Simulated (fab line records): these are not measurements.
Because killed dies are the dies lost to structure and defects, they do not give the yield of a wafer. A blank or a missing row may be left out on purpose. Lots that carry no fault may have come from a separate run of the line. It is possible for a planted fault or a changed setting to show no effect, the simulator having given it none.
A lot that was struck, set against a sound lot | flow rit_cmos | 18 out of 202 route steps
Sound: these wafers, L432.1, L432.3, L432.5. The struck wafers were L443.2, L443.3, L443.5. At the end, the cause is stated.
For every step that has rows: the tool of each side, followed by ch and its chambers, followed by its first start. Under that, the readings that differ: sound wafers | struck wafers | difference of the means | sigmas: that difference in standard deviations of wafers without a fault.
alike: readings whose means differ by less than 2 such deviations, and words and numbers that are the same on both sides. not compared: withheld readings, readings that some wafer has no value for, bounds like >300 that may hide the same value, and numbers for which the record gives no deviation and whose values overlap.
Wherever a step has rows on one side only, a row that says differs or no value, or a row with sigmas, the two part there. Non-overlapping numbers with no deviation appear without sigmas and do not part them. A reading missing from all wafers of one side parts the sides only when that side holds two or more wafers.

first, 5 steps without rows for these wafers: RIT_NLDD_COAT_01 (resist thk 1000 nm); RIT_NLDD_SOFTBAKE_02 (time 60 s); RIT_NLDD_EXPOSE_03 (exposes mask M7, target cd 40700 nm); RIT_NLDD_PEB_04; RIT_NLDD_DEVELOP_05 (develop time 50 s).
RIT_NLDD_OVL_MEAS_06:
  struck on overlay-01, day 5 16:03; sound on overlay-01, day 3 01:22
  alike: NLDD_OVL
then, 2 steps without rows for these wafers: RIT_NLDD_HARDBAKE_07 (time 60 s); RIT_NLDD_IMPLANT_08.
RIT_NLDD_STRIP_09: strips in O2, time 180 s.
  sound on plasma_asher-01 ch 0,1, day 3 01:42; struck on plasma_asher-01 ch 0,1, day 5 16:23
  alike: drypump_motor_current_A
  not compared: rf_hours_counter_h
RIT_NLDD_TW_MEAS_10:
  struck on film_metro-01, day 5 16:34; sound on film_metro-03, day 3 01:52
  reading | sound          | struck         | difference | sigmas
  NLDD_TW | 2515 2515 2518 | 2459 2458 2468 | -54        | -2
then, 2 steps without rows for these wafers: RIT_PLDD_HMDS_00 (prime time 60 s); RIT_PLDD_COAT_01 (resist thk 1000 nm).
RIT_PLDD_SOFTBAKE_02: time 60 s.
  sound on litho_track-01 ch 0, day 3 02:14; struck on litho_track-03 ch 0, day 5 16:56
  reading                  | sound             | struck            | difference | sigmas
  heater_power_total_W (W) | 34.59 34.63 34.54 | 28.62 28.62 28.62 | -5.97      | -99 or more
  plate_temp_C (C)         | 90.01 89.93 90.00 | 78.90 78.77 78.76 | -11.17     | -99 or more
then, 2 steps without rows for these wafers: RIT_PLDD_EXPOSE_03 (exposes mask M8, target cd 40900 nm); RIT_PLDD_PEB_04.
RIT_PLDD_DEVELOP_05: develop time 50 s.
  sound: litho_track-03 ch 0; struck: litho_track-02 ch 0
  reading                                   | sound          | struck         | difference | sigmas
  model.NOVOLAK_of_PLDD_COAT_01.thk_nm (nm) | 1009 1007 1007 | 1031 1034 1031 | +24        |
RIT_PLDD_OVL_MEAS_06:
  struck on overlay-02, day 5 17:40; sound on overlay-02, day 3 02:55
  alike: PLDD_OVL
RIT_M1_PROBE_99:
  record: rows for the struck wafers here (prober-02, day 6 07:41), none for the sound ones

== WHERE THEY PART ==
Last at RIT_M1_PROBE_99 as far as this record goes, first at RIT_NLDD_TW_MEAS_10.

WHY: what had been put in by the simulator
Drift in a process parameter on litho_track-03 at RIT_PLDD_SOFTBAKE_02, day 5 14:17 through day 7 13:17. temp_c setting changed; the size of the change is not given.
